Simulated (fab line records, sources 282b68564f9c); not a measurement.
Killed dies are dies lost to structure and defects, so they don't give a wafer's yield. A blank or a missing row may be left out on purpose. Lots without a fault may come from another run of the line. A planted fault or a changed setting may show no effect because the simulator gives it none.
A struck lot beside a sound one | flow rit_cmos | 43 steps out of a route of 202
Sound: wafers L187.2, L187.3, L187.6. Struck: wafer L195.4. (L195.1, L195.3 of the same lot were not struck and are left out.) The cause comes at the end.
At each step with rows: each side's tool, then ch and its chambers, then its first start. Under that, the readings that differ: sound wafers | struck wafers | difference of the means | sigmas: that difference in standard deviations of wafers without a fault.
alike: readings whose means differ by less than 2 such deviations, and words and numbers that are the same on both sides. not compared: withheld readings, readings that some wafer has no value for, bounds like >300 that may hide the same value, and numbers for which the record gives no deviation and whose values overlap.
The two part at a step that has a row with sigmas, a row that says differs or no value, or rows on one side only. Numbers that don't overlap but have no deviation are shown without sigmas and don't part them. A reading that every wafer of one side lacks parts them only if that side has two wafers or more.

first, 2 steps without rows for these wafers: RIT_REOX_CLEAN_02 (cleans in SC2, time 600 s); RIT_REOX_OXIDATION_03 (target thk 25.2 nm, ox time 5854 s).
RIT_REOX_THK_MEAS_04:
  sound on film_metro-03, day 2 22:33; struck on film_metro-04, day 4 14:09
  reading             | sound          | struck | difference | sigmas
  REOX_OXIDE_THK (nm) | 25.4 25.3 25.7 | 26.5   | +1.0       | +2
then, 6 steps without rows for these wafers: RIT_NLDD_HMDS_00 (prime time 60 s); RIT_NLDD_COAT_01 (resist thk 1000 nm); RIT_NLDD_SOFTBAKE_02 (time 60 s); RIT_NLDD_EXPOSE_03 (exposes mask M7, target cd 40700 nm); RIT_NLDD_PEB_04; RIT_NLDD_DEVELOP_05 (develop time 50 s).
RIT_NLDD_OVL_MEAS_06:
  sound on overlay-01, day 2 23:28; struck on overlay-02, day 4 15:04
  alike: NLDD_OVL
then, 2 steps without rows for these wafers: RIT_NLDD_HARDBAKE_07 (time 60 s); RIT_NLDD_IMPLANT_08.
RIT_NLDD_STRIP_09: strips in O2, time 180 s.
  sound on plasma_asher-02 ch 0,1, day 2 23:47; struck on plasma_asher-01 ch 1, day 4 15:24
  alike: drypump_motor_current_A
  not compared: rf_hours_counter_h
RIT_NLDD_TW_MEAS_10:
  sound on film_metro-02, day 3 00:07; struck on film_metro-02, day 4 15:34
  alike: NLDD_TW
then, 6 steps without rows for these wafers: RIT_PLDD_HMDS_00 (prime time 60 s); RIT_PLDD_COAT_01 (resist thk 1000 nm); RIT_PLDD_SOFTBAKE_02 (time 60 s); RIT_PLDD_EXPOSE_03 (exposes mask M8, target cd 40900 nm); RIT_PLDD_PEB_04; RIT_PLDD_DEVELOP_05 (develop time 48.45 s).
RIT_PLDD_OVL_MEAS_06:
  sound on overlay-01, day 3 01:01; struck on overlay-02, day 4 16:49
  alike: PLDD_OVL
then, 2 steps without rows for these wafers: RIT_PLDD_HARDBAKE_07 (time 60 s); RIT_PLDD_IMPLANT_08.
RIT_PLDD_STRIP_09: strips in O2, time 180 s.
  sound on plasma_asher-02 ch 1, day 3 01:21; struck on plasma_asher-04 ch 0, day 4 17:09
  alike: drypump_motor_current_A
  not compared: rf_hours_counter_h
RIT_PLDD_TW_MEAS_10:
  sound on film_metro-02, day 3 01:32; struck on film_metro-02, day 4 17:20
  alike: PLDD_TW
then, 4 steps without rows for these wafers: RIT_SPACER_CLEAN_00 (cleans in SC1, time 600 s); RIT_SPACER_CLEAN_01 (cleans in dHF, time 30 s); RIT_SPACER_CLEAN_02 (cleans in SC2, time 600 s); RIT_SPACER_CVD_03 (deposits Si3N4 from SiH2Cl2/NH3, target thk 250 nm, time 3300 s).
RIT_SPACER_THK_MEAS_04:
  sound on film_metro-01, day 3 04:58; struck on film_metro-01, day 4 19:40
  alike: SPACER_NITRIDE_THK
RIT_SPACER_ETCHBACK_05: etches Si3N4 in SF6/CHF3, stops on SiO2, target depth 250 nm, time 240 s.
  sound on rie_diel-01 ch 1,3, day 3 05:01; struck on rie_diel-02 ch 1, day 4 19:44
  alike: drypump_motor_current_A, oes_product_au, throttle_valve_pct
  not compared: rf_hours_counter_h
then, 6 steps without rows for these wafers: RIT_NSD_HMDS_00 (prime time 60 s); RIT_NSD_COAT_01 (resist thk 1000 nm); RIT_NSD_SOFTBAKE_02 (time 60 s); RIT_NSD_EXPOSE_03 (exposes mask M9, target cd 40700 nm); RIT_NSD_PEB_04; RIT_NSD_DEVELOP_05 (develop time 50 s).
RIT_NSD_OVL_MEAS_06:
  sound on overlay-01, day 3 06:01; struck on overlay-01, day 4 20:44
  alike: NSD_OVL
then, 2 steps without rows for these wafers: RIT_NSD_HARDBAKE_07 (time 60 s); RIT_NSD_IMPLANT_08.
RIT_NSD_STRIP_09: strips in O2, time 180 s.
  sound on plasma_asher-03 ch 0,1, day 3 06:21; struck on plasma_asher-01 ch 1, day 4 21:04
  alike: drypump_motor_current_A
  not compared: rf_hours_counter_h
RIT_NSD_TW_MEAS_10:
  sound on film_metro-02, day 3 06:32; struck on film_metro-01, day 4 21:14
  alike: NSD_TW
RIT_M1_PROBE_99:
  the record has rows for the struck wafers here (prober-02, day 5 06:55) and none for the sound ones

WHERE THEY PART
First at RIT_REOX_THK_MEAS_04; last, within this record, at RIT_M1_PROBE_99.

WHY: what the simulator had put in
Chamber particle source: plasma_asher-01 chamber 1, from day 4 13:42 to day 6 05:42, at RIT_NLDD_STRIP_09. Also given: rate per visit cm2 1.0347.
